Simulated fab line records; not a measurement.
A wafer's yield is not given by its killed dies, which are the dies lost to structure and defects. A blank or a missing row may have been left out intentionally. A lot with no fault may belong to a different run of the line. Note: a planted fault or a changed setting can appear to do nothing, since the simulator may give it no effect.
What tool caused it? ; flow berkeley cmos170 ; 16 lots with 48 wafers sampled at 2 steps, on a route of 331 steps

## WHAT EACH GAUGE READ, for each wafer
UCB170_PFIELD_TW_MEAS_09.
lot;measured;on;PFIELD_TW
L844;day 4 23:17;film metro-03;600 598 600
L845;day 5 07:56;film metro-01;611 610 610
L846;day 5 13:16;film metro-04;601 605 605
L847;day 5 13:22;film metro-04;602 605 608
L850;day 5 20:46;film metro-03;597 596 597
L848;day 5 21:02;film metro-04;601 604 604
L849;day 5 21:20;film metro-01;611 609 609
L852;day 6 20:20;film metro-01;612 613 614
L851;day 6 20:35;film metro-04;596 596 599
L853;day 7 06:11;film metro-04;597 597 596
L854;day 7 06:23;film metro-01;610 611 610
L855;day 7 06:38;film metro-01;609 609 613
L856;day 7 16:29;film metro-01;1096 1082 1083
L857;day 7 16:30;film metro-04;1069 1063 1064
L858;day 8 07:10;film metro-04;1073 1080 1080
L859;day 8 15:46;film metro-01;1080 1082 1081

## WHICH TOOL RAN EACH LOT (tool, then ch and the chambers of the sampled wafers, then the start)
lot;UCB170_PFIELD_IMPLANT_07
L844;implanter-03 ch 0, day 4 23:02
L845;implanter-03 ch 0, day 5 07:43
L846;implanter-01 ch 0, day 5 13:01
L847;implanter-03 ch 0, day 5 13:07
L850;implanter-01 ch 0, day 5 20:31
L848;implanter-03 ch 0, day 5 20:47
L849;implanter-01 ch 0, day 5 21:08
L852;implanter-04 ch 0, day 6 20:05
L851;implanter-01 ch 0, day 6 20:22
L853;implanter-01 ch 0, day 7 05:56
L854;implanter-03 ch 0, day 7 06:10
L855;implanter-01 ch 0, day 7 06:24
L856;implanter-03 ch 0, day 7 16:16
L857;implanter-04 ch 0, day 7 16:16
L858;implanter-04 ch 0, day 8 06:55
L859;implanter-03 ch 0, day 8 15:33
- UCB170_PFIELD_IMPLANT_07

## WHAT THE TOOLS THEMSELVES READ (means of the sampled wafers that have a number; where no wafer has one, the mark that the record gives instead)
UCB170_PFIELD_IMPLANT_07.
lot;tool;beam energy keV
L844;implanter-03;80.013
L845;implanter-03;80.004
L846;implanter-01;80.006
L847;implanter-03;79.998
L850;implanter-01;79.996
L848;implanter-03;80.003
L849;implanter-01;79.977
L852;implanter-04;79.992
L851;implanter-01;79.960
L853;implanter-01;79.982
L854;implanter-03;79.975
L855;implanter-01;80.003
L856;implanter-03;80.005
L857;implanter-04;79.985
L858;implanter-04;79.970
L859;implanter-03;80.002

## THE ANSWER, worked out from the rows above alone
Rule: the usual values come from the lots themselves. Put in order of their means at a reading, lots are off if they are a third of the lots or fewer, leave a main group of 4 or more, and stand apart from it by a gap of 3 or more times the standard deviation of the main group's means; of several such gaps the widest counts. If all means in a main group match to the digits the tables above print for the reading, that group is not used. Also off: a lot with no number at a reading for which 4 or more lots have one. Any other lot the step has rows for is counted as sound. Order of review: gauges by route order, followed by the tools' own readings, for which a lot's mean as printed above is used. At the first step where some lot is off, the reading lying furthest off is the one used; lots without a number count as furthest.
Off: L856, L857, L858, L859, seen at UCB170_PFIELD_TW_MEAS_09 (PFIELD_TW). Mean 605 and standard deviation 5.8 in the main group.
If a tool, at a process step before that reading, ran all the lots that are off and no sound lot after the first of them, it fits. The gauges at UCB170_PFIELD_TW_MEAS_09 are tried like those tools. None of those tried fits.

## WHAT WAS PUT IN BY THE SIMULATOR
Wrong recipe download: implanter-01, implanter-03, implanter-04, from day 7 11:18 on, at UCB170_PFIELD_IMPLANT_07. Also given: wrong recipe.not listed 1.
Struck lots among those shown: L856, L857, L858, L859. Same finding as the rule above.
